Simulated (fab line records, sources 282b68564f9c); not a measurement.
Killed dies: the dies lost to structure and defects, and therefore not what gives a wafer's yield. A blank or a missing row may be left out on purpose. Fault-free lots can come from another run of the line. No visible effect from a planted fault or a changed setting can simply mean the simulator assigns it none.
Comparing a struck lot with a sound one | flow rit_cmos | 41 steps out of a route of 202
Sound: wafers L398.2, L398.4, L398.6. Wafers struck: L406.2, L406.3, L406.4. At the end, the cause is stated.
Per side, at each step with rows, come the tool, then ch with its chambers, and then its first start. Under that, the readings that differ: sound wafers | struck wafers | difference of the means | sigmas: that difference in standard deviations of wafers without a fault.
alike: words and numbers the same on both sides, and readings whose means are apart by under 2 such deviations; not compared: readings that were withheld, readings missing a value for some wafer, numbers with overlapping values and no deviation given by the record, and bounds like >300 which may hide the same value.
Wherever a step has rows on one side only, a row that says differs or no value, or a row with sigmas, the two part there. Numbers that don't overlap but have no deviation are shown without sigmas and don't part them. Lack of a reading on every wafer of one side parts them only where that side has two or more wafers.

first, 1 step without rows for these wafers: RIT_GATE_CLEAN_04 (cleans in dHF, time 60 s).
RIT_FOX2_THK_MEAS_91:
  sound on film_metro-04, day 3 18:11; struck on film_metro-04, day 5 11:31
  alike: FIELD_OXIDE_LEFT_2_THK
then, 2 steps without rows for these wafers: RIT_GATE_OXIDATION_05 (target thk 3 nm, ox time 270 s); RIT_GATE_ANNEAL_06 (time 600 s).
RIT_GATE_THK_MEAS_07:
  sound on film_metro-01, day 3 22:55; struck on film_metro-01, day 5 18:04
  alike: GATE_OXIDE_THK
then, 1 step without rows for these wafers: RIT_GATE_CVD_08 (deposits poly-Si from SiH4, target thk 250 nm, time 2220 s).
RIT_GATE_THK_MEAS_09:
  sound on film_metro-01, day 4 01:07; struck on film_metro-01, day 5 20:33
  alike: GATE_POLY_THK
then, 5 steps without rows for these wafers: RIT_GATE_HMDS_10 (prime time 60 s); RIT_GATE_COAT_11 (resist thk 850 nm); RIT_GATE_SOFTBAKE_12 (time 60 s); RIT_GATE_EXPOSE_13 (exposes mask M6, target cd 150 nm); RIT_GATE_PEB_14.
RIT_GATE_DEVELOP_15: develop time 50 s.
  sound on litho_track-01 ch 0, day 4 01:00; struck on litho_track-02 ch 0, day 5 21:00
  alike: chill_plate_temp_C
RIT_GATE_OVL_MEAS_17:
  sound on overlay-02, day 4 02:09; struck on overlay-01, day 5 21:35
  alike: GATE_OVL
then, 1 step without rows for these wafers: RIT_GATE_HARDBAKE_18 (time 60 s).
RIT_GATE_ETCH_19: etches poly-Si in SF6/CHF3/O2, stops on SiO2, time 165 s, target depth 312.5 nm.
  sound on rie_si-02 ch 0,1,3, day 4 02:20; struck on rie_si-02 ch 2,3, day 5 21:46
  alike: CHF3_flow_sccm, drypump_motor_current_A, oes_product_au, throttle_valve_pct
  not compared: rf_hours_counter_h
RIT_GATE_STRIP_20: strips in O2, time 180 s.
  sound on plasma_asher-02 ch 0,1, day 4 02:26; struck on plasma_asher-04 ch 0,1, day 5 21:52
  alike: drypump_motor_current_A
  not compared: rf_hours_counter_h
then, 4 steps without rows for these wafers: RIT_REOX_CLEAN_00 (cleans in SC1, time 600 s); RIT_REOX_CLEAN_01 (cleans in dHF, time 30 s); RIT_REOX_CLEAN_02 (cleans in SC2, time 600 s); RIT_REOX_OXIDATION_03 (target thk 25.2 nm, ox time 5580 s).
RIT_REOX_THK_MEAS_04:
  sound on film_metro-03, day 4 06:13; struck on film_metro-03, day 6 01:05
  alike: REOX_OXIDE_THK
then, 6 steps without rows for these wafers: RIT_NLDD_HMDS_00 (prime time 60 s); RIT_NLDD_COAT_01 (resist thk 1000 nm); RIT_NLDD_SOFTBAKE_02 (time 60 s); RIT_NLDD_EXPOSE_03 (exposes mask M7, target cd 40700 nm); RIT_NLDD_PEB_04; RIT_NLDD_DEVELOP_05 (develop time 50 s).
RIT_NLDD_OVL_MEAS_06:
  sound on overlay-01, day 4 07:07; struck on overlay-01, day 6 02:00
  alike: NLDD_OVL
then, 2 steps without rows for these wafers: RIT_NLDD_HARDBAKE_07 (time 60 s); RIT_NLDD_IMPLANT_08.
RIT_NLDD_STRIP_09: strips in O2, time 180 s.
  sound on plasma_asher-02 ch 0,1, day 4 07:27; struck on plasma_asher-02 ch 0,1, day 6 02:20
  alike: drypump_motor_current_A
  not compared: rf_hours_counter_h
RIT_NLDD_TW_MEAS_10:
  sound on film_metro-02, day 4 07:38; struck on film_metro-04, day 6 02:31
  alike: NLDD_TW
then, 6 steps without rows for these wafers: RIT_PLDD_HMDS_00 (prime time 60 s); RIT_PLDD_COAT_01 (resist thk 1000 nm); RIT_PLDD_SOFTBAKE_02 (time 60 s); RIT_PLDD_EXPOSE_03 (exposes mask M8, target cd 40900 nm); RIT_PLDD_PEB_04; RIT_PLDD_DEVELOP_05 (develop time 50 s).
RIT_PLDD_OVL_MEAS_06:
  sound on overlay-01, day 4 08:32; struck on overlay-01, day 6 03:27
  alike: PLDD_OVL
RIT_M1_PROBE_99:
  sound on prober-01, day 4 23:22; struck on prober-02, day 6 19:41
  reading             | sound | struck   | difference | sigmas
  killed_at_front_end | 6 6 4 | 78 70 76 | +69        | +25
  killed_dies         | 6 6 4 | 78 70 76 | +69        | +25
  killed_on_rim       | 2 0 2 | 45 41 42 | +41        | +32
  alike: killed_at_contacts, killed_open, killed_short

## WHERE THEY PART
Only at RIT_M1_PROBE_99, within this record.

WHY: whatever the simulator had introduced
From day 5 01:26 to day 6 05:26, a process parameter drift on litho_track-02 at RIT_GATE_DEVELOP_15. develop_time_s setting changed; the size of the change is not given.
